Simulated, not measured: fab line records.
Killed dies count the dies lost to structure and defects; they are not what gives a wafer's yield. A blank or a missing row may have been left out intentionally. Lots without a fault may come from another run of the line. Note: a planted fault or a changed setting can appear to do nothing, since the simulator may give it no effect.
Which tool is to blame? + flow berkeley cmos170 + Sampling: 14 lots, 42 wafers, 5 of 331 route steps

## WHAT THE GAUGES SHOWED, per wafer
UCB170_FIELD_THK_MEAS_91.
| lot  | measured     | on            | FIELD_OXIDE_LEFT_2_THK (nm) |
|------|--------------|---------------|-----------------------------|
| L405 | day 5 10:20  | film metro-02 | 358 366 365                 |
| L406 | day 5 23:59  | film metro-04 | 338 336 336                 |
| L409 | day 6 19:10  | film metro-02 | 351 353 354                 |
| L411 | day 6 22:28  | film metro-04 | 355 353 345                 |
| L412 | day 6 22:44  | film metro-02 | 339 353 351                 |
| L414 | day 7 06:07  | film metro-04 | 339 341 342                 |
| L413 | day 7 06:22  | film metro-03 | 358 356 356                 |
| L416 | day 7 19:04  | film metro-02 | 358 349 346                 |
| L419 | day 8 11:29  | film metro-03 | 353 349 358                 |
| L418 | day 8 11:37  | film metro-03 | 346 342 354                 |
| L422 | day 8 20:18  | film metro-02 | 361 358 359                 |
| L425 | day 9 21:43  | film metro-02 | 353 347 345                 |
| L427 | day 9 21:58  | film metro-02 | 346 352 354                 |
| L428 | day 10 13:12 | film metro-04 | 344 343 351                 |

UCB170_NLDD_CD_MEAS_06: target cd 1200 nm.
| lot  | measured     | on        | cd nm (nm)           |
|------|--------------|-----------|----------------------|
| L405 | day 6 02:34  | cd sem-02 | 1198.7 1198.0 1197.8 |
| L406 | day 6 20:07  | cd sem-02 | 1199.9 1199.2 1200.6 |
| L409 | day 7 13:04  | cd sem-01 | 1201.7 1200.9 1200.3 |
| L411 | day 7 13:28  | cd sem-02 | 1197.3 1196.6 1197.9 |
| L412 | day 7 13:19  | cd sem-01 | 1201.8 1201.5 1202.5 |
| L414 | day 7 22:26  | cd sem-02 | 1201.0 1199.4 1200.5 |
| L413 | day 7 21:53  | cd sem-02 | 1198.4 1199.3 1199.2 |
| L416 | day 8 11:23  | cd sem-02 | 1198.3 1199.4 1198.6 |
| L419 | day 9 05:28  | cd sem-02 | 1199.2 1199.8 1200.6 |
| L418 | day 9 10:08  | cd sem-02 | 1201.7 1201.6 1201.0 |
| L422 | day 9 11:43  | cd sem-01 | 1200.9 1200.1 1199.3 |
| L425 | day 10 14:56 | cd sem-02 | 1199.3 1198.7 1199.7 |
| L427 | day 10 15:13 | cd sem-01 | 1199.2 1199.8 1198.8 |
| L428 | day 11 02:44 | cd sem-01 | 1199.4 1197.7 1198.0 |

UCB170_SDANNEAL_RS_MEAS_05: measures by four-point-probe.
| lot  | measured     | on            | NLDD_RS (ohm/sq)  |
|------|--------------|---------------|-------------------|
| L405 | day 6 13:20  | film metro-01 | 614.8 615.2 613.9 |
| L406 | day 7 07:09  | film metro-03 | 614.9 618.0 616.9 |
| L409 | day 7 23:38  | film metro-04 | 615.5 616.0 615.6 |
| L411 | day 8 00:01  | film metro-03 | 616.0 616.3 616.8 |
| L412 | day 7 22:41  | film metro-03 | 616.8 616.8 615.4 |
| L414 | day 8 11:13  | film metro-01 | 616.6 615.4 616.9 |
| L413 | day 8 11:01  | film metro-03 | 613.9 616.1 616.1 |
| L416 | day 9 03:20  | film metro-03 | 614.8 615.5 614.3 |
| L419 | day 9 15:51  | film metro-01 | 617.6 619.7 616.1 |
| L418 | day 9 19:40  | film metro-03 | 614.7 615.1 613.8 |
| L422 | day 9 20:29  | film metro-03 | 614.9 615.7 617.4 |
| L425 | day 11 00:58 | film metro-01 | 610.7 610.6 609.7 |
| L427 | day 11 01:08 | film metro-03 | 619.2 615.7 616.9 |
| L428 | day 11 12:43 | film metro-03 | 610.9 612.0 610.9 |

## WHAT TOOL EACH LOT RAN ON (gives the tool, then ch and the chambers of the sampled wafers, and finally the start)
| lot  | UCB170_NLDD_IMPLANT_08          | UCB170_NLDD_STRIP_10                 |
|------|---------------------------------|--------------------------------------|
| L405 | implanter-03 ch 0, day 6 02:43  | plasma asher-01 ch 1, day 6 02:59    |
| L406 | implanter-01 ch 0, day 6 20:16  | plasma asher-02 ch 0,1, day 6 20:32  |
| L409 | implanter-03 ch 0, day 7 13:13  | plasma asher-02 ch 0,1, day 7 13:30  |
| L411 | implanter-02 ch 0, day 7 13:40  | plasma asher-03 ch 0,1, day 7 13:56  |
| L412 | implanter-03 ch 0, day 7 13:30  | plasma asher-02 ch 0,1, day 7 13:48  |
| L414 | implanter-02 ch 0, day 7 22:37  | plasma asher-01 ch 0,1, day 7 22:52  |
| L413 | implanter-01 ch 0, day 7 22:02  | plasma asher-02 ch 0,1, day 7 22:20  |
| L416 | implanter-01 ch 0, day 8 11:32  | plasma asher-02 ch 0,1, day 8 11:49  |
| L419 | implanter-03 ch 0, day 9 05:38  | plasma asher-01 ch 0,1, day 9 05:54  |
| L418 | implanter-03 ch 0, day 9 10:17  | plasma asher-03 ch 0,1, day 9 10:34  |
| L422 | implanter-03 ch 0, day 9 11:52  | plasma asher-02 ch 1, day 9 12:09    |
| L425 | implanter-02 ch 0, day 10 15:06 | plasma asher-03 ch 0,1, day 10 15:24 |
| L427 | implanter-03 ch 0, day 10 15:23 | plasma asher-01 ch 0,1, day 10 15:41 |
| L428 | implanter-02 ch 0, day 11 02:54 | plasma asher-02 ch 0,1, day 11 03:11 |
- UCB170_NLDD_IMPLANT_08
- UCB170_NLDD_STRIP_10: strips in O2.

## AS READ BY THE TOOLS THEMSELVES (means over the sampled wafers that have a number; for cases with no such wafer, the mark the record gives instead)
UCB170_NLDD_IMPLANT_08.
| lot  | tool         | tilt deg (degrees) |
|------|--------------|--------------------|
| L405 | implanter-03 | 6.980              |
| L406 | implanter-01 | 6.984              |
| L409 | implanter-03 | 7.018              |
| L411 | implanter-02 | 7.004              |
| L412 | implanter-03 | 7.007              |
| L414 | implanter-02 | 7.008              |
| L413 | implanter-01 | 7.019              |
| L416 | implanter-01 | 7.022              |
| L419 | implanter-03 | 7.010              |
| L418 | implanter-03 | 6.989              |
| L422 | implanter-03 | 7.003              |
| L425 | implanter-02 | 6.222              |
| L427 | implanter-03 | 6.986              |
| L428 | implanter-02 | 6.259              |

UCB170_NLDD_STRIP_10.
| lot  | tool            | drypump motor current A (A) | oes product au (a.u.) | strip time to endpoint s (s) |
|------|-----------------|-----------------------------|-----------------------|------------------------------|
| L405 | plasma asher-01 | 6.0                         | 0.737                 | 21.69                        |
| L406 | plasma asher-02 | 5.9                         | 0.730                 | 21.66                        |
| L409 | plasma asher-02 | 5.8                         | 0.737                 | 21.67                        |
| L411 | plasma asher-03 | 5.6                         | 0.736                 | 21.65                        |
| L412 | plasma asher-02 | 5.8                         | 0.735                 | 21.63                        |
| L414 | plasma asher-01 | 5.9                         | 0.739                 | 21.53                        |
| L413 | plasma asher-02 | 5.8                         | 0.734                 | 21.61                        |
| L416 | plasma asher-02 | 5.8                         | 0.739                 | 21.75                        |
| L419 | plasma asher-01 | 5.9                         | 0.734                 | 21.64                        |
| L418 | plasma asher-03 | 5.4                         | 0.736                 | 21.57                        |
| L422 | plasma asher-02 | 6.0                         | 0.737                 | 21.64                        |
| L425 | plasma asher-03 | 5.6                         | 0.736                 | 21.68                        |
| L427 | plasma asher-01 | 5.9                         | 0.734                 | 21.61                        |
| L428 | plasma asher-02 | 5.9                         | 0.732                 | 21.62                        |

## THE ANSWER, worked out from the rows above alone
Rule: usual is defined by the lots themselves. The widest of any qualifying gaps counts: lots, ordered by their means at a reading, are off when they make up no more than a third of the lots, leave a main group of 4 or more, and stand apart from it by 3 or more times the standard deviation of that group's means. The tables above print the reading to a certain number of digits; a main group whose means all agree to those digits is not used. Also off: a lot with no number at a reading for which 4 or more lots have one. The other lots that the step has rows for count as sound. After the gauges, taken in route order, come the tools' own readings; for these a lot's mean is taken, as printed above. The first step at which some lot is off is used, and at that step the reading that is off furthest; a lot without a number counts as furthest.
Off: L425, L428, at UCB170_SDANNEAL_RS_MEAS_05 (NLDD_RS). The main group: mean 616.0 ohm/sq, standard deviation 0.97.
If a tool, at a process step before that reading, ran all the lots that are off and no sound lot after the first of them, it fits. The gauges at UCB170_SDANNEAL_RS_MEAS_05 aren't tried: what is off there is off at UCB170_NLDD_IMPLANT_08 too, on other tools, and a gauge's error can't cause that. One fits: UCB170_NLDD_IMPLANT_08 on implanter-02. A fault onset in the window from L414 (day 7 22:37, its last sound lot) to L425 (day 10 15:06, its first lot off) fits.
The tool's own readings at UCB170_NLDD_IMPLANT_08 bear it out: on the lots that are off they differ by more than 5 times the standard deviation of the sound lots' means. tilt deg reads 6.241 degrees there against 7.002 degrees on the sound lots.

## WHAT WAS PUT IN BY THE SIMULATOR
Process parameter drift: implanter-02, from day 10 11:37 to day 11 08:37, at UCB170_NLDD_IMPLANT_08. Setting tilt deg, moved by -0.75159, from 7. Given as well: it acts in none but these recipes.
Shown lots that were struck: L425, L428. Same finding as the rule above.
